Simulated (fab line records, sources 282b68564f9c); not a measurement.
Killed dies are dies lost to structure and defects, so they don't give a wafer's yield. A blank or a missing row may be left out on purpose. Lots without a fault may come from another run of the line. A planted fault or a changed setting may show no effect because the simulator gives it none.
A struck lot beside a sound one | flow rit_cmos | 26 steps out of a route of 202
Sound: wafers L664.2, L664.3, L664.6. Struck: wafers L678.1, L678.2, L678.6. The cause comes at the end.
At each step with rows: each side's tool, then ch and its chambers, then its first start. Under that, the readings that differ: sound wafers | struck wafers | difference of the means | sigmas: that difference in standard deviations of wafers without a fault.
alike: readings whose means differ by less than 2 such deviations, and words and numbers that are the same on both sides. not compared: withheld readings, readings that some wafer has no value for, bounds like >300 that may hide the same value, and numbers for which the record gives no deviation and whose values overlap.
The two part at a step that has a row with sigmas, a row that says differs or no value, or rows on one side only. Numbers that don't overlap but have no deviation are shown without sigmas and don't part them. A reading that every wafer of one side lacks parts them only if that side has two wafers or more.

first, 1 step without rows for these wafers: RIT_WELLDRIVE_ANNEAL_00 (time 14700 s).
RIT_WELLDRIVE_RS_MEAS_01: measures by four-point-probe.
  sound on film_metro-01, day 3 02:54; struck on film_metro-01, day 6 01:08
  alike: NWELL_RS
RIT_WELLDRIVE_RS_MEAS_02: measures by four-point-probe.
  sound on film_metro-01, day 3 03:01; struck on film_metro-01, day 6 01:16
  alike: PWELL_RS
then, 6 steps without rows for these wafers: RIT_NRETRO_HMDS_00 (prime time 60 s); RIT_NRETRO_COAT_01 (resist thk 1300 nm); RIT_NRETRO_SOFTBAKE_02 (time 58.83 s); RIT_NRETRO_EXPOSE_03 (exposes mask M4, target cd 43900 nm); RIT_NRETRO_PEB_04; RIT_NRETRO_DEVELOP_05 (develop time 68 s).
RIT_NRETRO_OVL_MEAS_06:
  sound on overlay-02, day 3 04:08; struck on overlay-01, day 6 02:16
  alike: NRETRO_OVL
then, 2 steps without rows for these wafers: RIT_NRETRO_HARDBAKE_07 (time 120 s); RIT_NRETRO_IMPLANT_08.
RIT_NRETRO_STRIP_09: strips in O2, time 180 s.
  sound on plasma_asher-01 ch 0,1, day 3 04:34; struck on plasma_asher-03 ch 0,1, day 6 02:41
  no value came back on the struck wafers for chamber_pressure_mTorr (mTorr), drypump_motor_current_A (A); on the sound wafers chamber_pressure_mTorr (mTorr) reads 4001 3998 3998
  reading                                     | sound | struck         | difference | sigmas
  model.NOVOLAK_of_NRETRO_COAT_01.thk_nm (nm) | 0 0 0 | 1137 1138 1144 | +1140      |
  not compared: rf_hours_counter_h
RIT_NRETRO_TW_MEAS_10:
  sound on film_metro-03, day 3 04:45; struck on film_metro-04, day 6 02:52
  alike: NRETRO_TW
then, 6 steps without rows for these wafers: RIT_PRETRO_HMDS_00 (prime time 60 s); RIT_PRETRO_COAT_01 (resist thk 1300 nm); RIT_PRETRO_SOFTBAKE_02 (time 60 s); RIT_PRETRO_EXPOSE_03 (exposes mask M5, target cd 43700 nm); RIT_PRETRO_PEB_04; RIT_PRETRO_DEVELOP_05 (develop time 68 s).
RIT_PRETRO_OVL_MEAS_06:
  sound on overlay-02, day 3 05:55; struck on overlay-01, day 6 03:56
  alike: PRETRO_OVL
then, 2 steps without rows for these wafers: RIT_PRETRO_HARDBAKE_07 (time 120 s); RIT_PRETRO_IMPLANT_08.
RIT_PRETRO_STRIP_09: strips in O2, time 180 s.
  sound on plasma_asher-02 ch 0,1, day 3 06:20; struck on plasma_asher-02 ch 0,1, day 6 04:23
  alike: chamber_pressure_mTorr, drypump_motor_current_A
  not compared: rf_hours_counter_h
RIT_PRETRO_TW_MEAS_10:
  sound on film_metro-02, day 3 06:31; struck on film_metro-01, day 6 04:33
  reading   | sound       | struck   | difference | sigmas
  PRETRO_TW | 482 482 481 | 30 30 30 | -452       | -82
then, 1 step without rows for these wafers: RIT_GATE_WET_ETCH_00 (etches SiO2 in BOE, target depth 56 nm, time 60 s).

WHERE THEY PART
First at RIT_NRETRO_STRIP_09; last, within this record, at RIT_PRETRO_TW_MEAS_10.

WHY: what the simulator had put in
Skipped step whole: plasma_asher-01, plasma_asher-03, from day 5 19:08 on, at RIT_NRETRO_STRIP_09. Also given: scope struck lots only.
